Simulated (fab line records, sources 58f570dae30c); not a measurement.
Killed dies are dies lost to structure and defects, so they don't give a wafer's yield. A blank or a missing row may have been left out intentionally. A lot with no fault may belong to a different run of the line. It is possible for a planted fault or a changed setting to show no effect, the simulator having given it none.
Code-filled problem report in 8D (eight disciplines) form    flow berkeley cmos170    the parts of the form that need people (team, actions taken, sign-off) are left out

## 1. WHAT IS WRONG
Wafers free of any fault read 700 nm (standard deviation 7.9) for CONTACT_PSG_THK at UCB170_CONTACT_THK_MEAS_02, against a mean of 742 nm on 9 wafers of 3 lots. Relative to the usual mean, that is a shift of +5.4 standard deviations.
Seen first at day 10 09:59 on film metro-04, wafer L598.3. The record has a number at this step for 45 wafers belonging to 15 lots. Rule for "out" (also "out of limits"): further than 4 standard deviations from the usual mean. The rest of the wafers with a number are treated as sound.

## 2. WHAT IT IS, WHAT IT ISN'T
question                     is                            is not
which readings at this step  CONTACT_PSG_THK               -
which lots                   L598, L599, L600              L581, L582, L583, L585, L586, L587, L588, L590, L591, L594, L601, L604
which wafers of those lots   all that have a number        -
read on which gauges         film metro-02, film metro-04  film metro-03
when                         from day 10 09:59             up to then (30 sound wafers); but 6 sound wafers of L601, L604 came after

## 3. THE SUSPECTS, EACH WITH WHAT RULES IT OUT
Counting: any tool at a process step up to the reading is kept as a suspect provided that every lot that is out went through it and no sound lot did after the first of them.
- the gauge at UCB170_CONTACT_THK_MEAS_02 is ruled out. Those wafers that are out were read across 2 gauges (film metro-02, film metro-04).
- lpcvd-02 at UCB170_CONTACT_CVD_01 (deposits PSG from SiH4/O2/PH3, target thk 700 nm, time 2820 s): kept. It processed each lot that is out, first L598 at day 10 08:11, and no sound lot thereafter; up to then, the last sound lot it processed was L594 at day 9 07:05.
The count leaves lpcvd-02 at UCB170_CONTACT_CVD_01.

## 4. THE CAUSE (what the simulator had put in)
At UCB170_CONTACT_CVD_01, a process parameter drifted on lpcvd-02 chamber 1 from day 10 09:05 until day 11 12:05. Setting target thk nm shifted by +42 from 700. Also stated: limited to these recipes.
This tool alone remained once counting was done.

## 5. SEQUENCE OF EFFECTS, ordered by route
Each row: a reading where the mean over the struck wafers with a number is more than 3 standard deviations away from the usual. Only readings for which the record gives a usual standard deviation are gone through. hours: the time from each lot's start at the first step in this table that gives one to its start at this step, as a median over the lots. sigmas: the change in usual standard deviations.
hours  step                        reading          usual   on struck wafers  change  sigmas
0      UCB170_CONTACT_THK_MEAS_02  CONTACT_PSG_THK  700 nm  742               +42     +5.4
At these later measuring or inspecting steps, every struck wafer for which the step has a row has a number for every such reading, and none has moved that far: UCB170_CONTACT_OVL_MEAS_16.

## 6. HOW IT WOULD HAVE BEEN CAUGHT EARLIER
In this record the first reading out of limits at a measuring or inspecting step was taken at day 10 09:59, 1 hour after the fault began at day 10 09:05.
Of the tool readings at UCB170_CONTACT_CVD_01 for which the record gives a usual standard deviation, none was out on any struck wafer, so an alarm limit of 4 standard deviations on them would not have fired.
Lots out: 3; all had begun UCB170_CONTACT_CVD_01 on lpcvd-02 by day 10 09:59. Holding the tool at that point would not have protected any of them.
